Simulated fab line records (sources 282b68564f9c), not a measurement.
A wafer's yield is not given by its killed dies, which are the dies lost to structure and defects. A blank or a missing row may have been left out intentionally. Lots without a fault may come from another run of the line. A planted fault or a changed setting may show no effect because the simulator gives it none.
Split-lot study + flow rit cmos + 23 wafers read across 5 lots, on a route 202 steps long

== THE SPLIT ==
At RIT_GATE_EXPOSE_13 (exposes mask M6, target cd 150 nm), the setting dose mj was moved away from the recipe's 380 on 7 of the 23 wafers read, by -4.4% to +6.2%. This setting was run at the recipe's value on the other wafers.

== FROM THE SPLIT TO THE READING: what the file shows between them, 6 steps ==
- RIT_GATE_PEB_14
- RIT_GATE_DEVELOP_15: develop time 50 s
- RIT_GATE_CD_MEAS_16: target cd 150 nm
- RIT_GATE_HARDBAKE_18: time 60 s
- RIT_GATE_ETCH_19: etches poly-Si in SF6/CHF3/O2, stops on SiO2, time 165 s, target depth 312.5 nm
- RIT_GATE_STRIP_20: strips in O2, time 180 s

== THE READING ==
cd nm at RIT_GATE_CD_MEAS_90, given in nm (cd target 150 nm). Fault-free wafers of this fab line usually give 151.6 nm, standard deviation 2.5 nm.

| wafer  | tool, chamber at the split | dose mj as run | against the recipe | cd nm, nm | against lot-mates on the recipe |
|--------|----------------------------|----------------|--------------------|-----------|---------------------------------|
| L075.1 | iline stepper-02, 0        | 380            | recipe             | 149.2     | -                               |
| L075.2 | iline stepper-02, 0        | 392.4          | +3.3%              | 132.1     | -16.9                           |
| L075.3 | iline stepper-02, 0        | 380            | recipe             | 151.0     | -                               |
| L075.4 | iline stepper-02, 0        | 380            | recipe             | 146.7     | -                               |
| L075.6 | iline stepper-02, 0        | 392.4          | +3.3%              | 135.0     | -14.0                           |
| L076.1 | iline stepper-01, 0        | 363.4          | -4.4%              | 172.6     | +20.0                           |
| L076.2 | iline stepper-01, 0        | 363.4          | -4.4%              | 176.6     | +24.0                           |
| L076.4 | iline stepper-01, 0        | 380            | recipe             | 152.3     | -                               |
| L076.5 | iline stepper-01, 0        | 380            | recipe             | 153.6     | -                               |
| L076.6 | iline stepper-01, 0        | 380            | recipe             | 152.0     | -                               |
| L081.1 | iline stepper-01, 0        | 403.7          | +6.2%              | 117.8     | -29.7                           |
| L081.2 | iline stepper-01, 0        | 380            | recipe             | 149.1     | -                               |
| L081.3 | iline stepper-01, 0        | 403.7          | +6.2%              | 116.5     | -31.0                           |
| L081.4 | iline stepper-01, 0        | 403.7          | +6.2%              | 119.4     | -28.1                           |
| L081.6 | iline stepper-01, 0        | 380            | recipe             | 145.9     | -                               |
| L083.1 | iline stepper-01, 0        | 380            | recipe             | 156.7     | -                               |
| L083.3 | iline stepper-01, 0        | 380            | recipe             | 154.7     | -                               |
| L083.4 | iline stepper-01, 0        | 380            | recipe             | 154.8     | -                               |
| L083.5 | iline stepper-01, 0        | 380            | recipe             | 154.9     | -                               |
| L083.6 | iline stepper-01, 0        | 380            | recipe             | 154.4     | -                               |
| L085.1 | iline stepper-01, 0        | 380            | recipe             | 152.0     | -                               |
| L085.2 | iline stepper-01, 0        | 380            | recipe             | 151.7     | -                               |
| L085.5 | iline stepper-01, 0        | 380            | recipe             | 153.3     | -                               |

THE FIT
A straight line over all 23 wafers: cd nm changes by -5.41 nm for each +1% of dose mj; r = -0.98; the points scatter about the line by 2.7 nm.
The same after taking each lot's own level away (the mean of its wafers on the recipe; 23 wafers): -4.82 nm for each +1%; r = -0.99; scatter 1.4 nm.
On that fit, the largest move of dose mj shifts the reading by 30 nm.
The lots' own levels span 147.50 to 155.10 nm, that is 3.0 times the standard deviation above.
So the slope is not independent of the lot-to-lot level: the two fits are not the same.
Check: -30 nm against its lot-mates is what the line predicts for one of the wafers moved furthest among these (+6.2%) when that wafer is left out of the fit. It came out at -29.7 nm against them.

== THE WHOLE CHAIN: every reading that the file lists as answering this split, in the file's order ==
| step                | what it does                                                                    | reading                                                                        | change (the file's fit)              | r (the file's) |
|---------------------|---------------------------------------------------------------------------------|--------------------------------------------------------------------------------|--------------------------------------|----------------|
| RIT_GATE_CD_MEAS_16 | target cd 150 nm                                                                | cd nm                                                                          | -4.8 nm for each +1% of the setting  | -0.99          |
| RIT_GATE_ETCH_19    | etches poly-Si in SF6/CHF3/O2, stops on SiO2, time 165 s, target depth 312.5 nm | GATE.cd nm (the simulator's own value, which no gauge read)                    | -4.85 nm for each +1% of the setting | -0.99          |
| RIT_GATE_CD_MEAS_90 | target cd 150 nm                                                                | cd nm                                                                          | -4.82 nm for each +1% of the setting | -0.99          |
| RIT_M1_PROBE_99     |                                                                                 | etest.pmos_0p15.r on ohm um (the simulator's own value, which no gauge read)   | -112 for each +1% of the setting     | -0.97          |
| RIT_M1_PROBE_99     |                                                                                 | etest.pmos turned.r on ohm um (the simulator's own value, which no gauge read) | -115 for each +1% of the setting     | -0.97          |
| RIT_M1_PROBE_99     |                                                                                 | etest.pmos_0p3.r on ohm um (the simulator's own value, which no gauge read)    | -58.5 for each +1% of the setting    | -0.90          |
| RIT_M1_PROBE_99     |                                                                                 | etest.nmos_0p15.r on ohm um (the simulator's own value, which no gauge read)   | -40.3 for each +1% of the setting    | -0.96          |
| RIT_M1_PROBE_99     |                                                                                 | etest.nmos_0p15.drive ua um (the simulator's own value, which no gauge read)   | +27.8 for each +1% of the setting    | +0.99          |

== THE FILE'S OWN FIT ==
cd nm changes by -4.82 nm for each +1% of dose mj, r = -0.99.
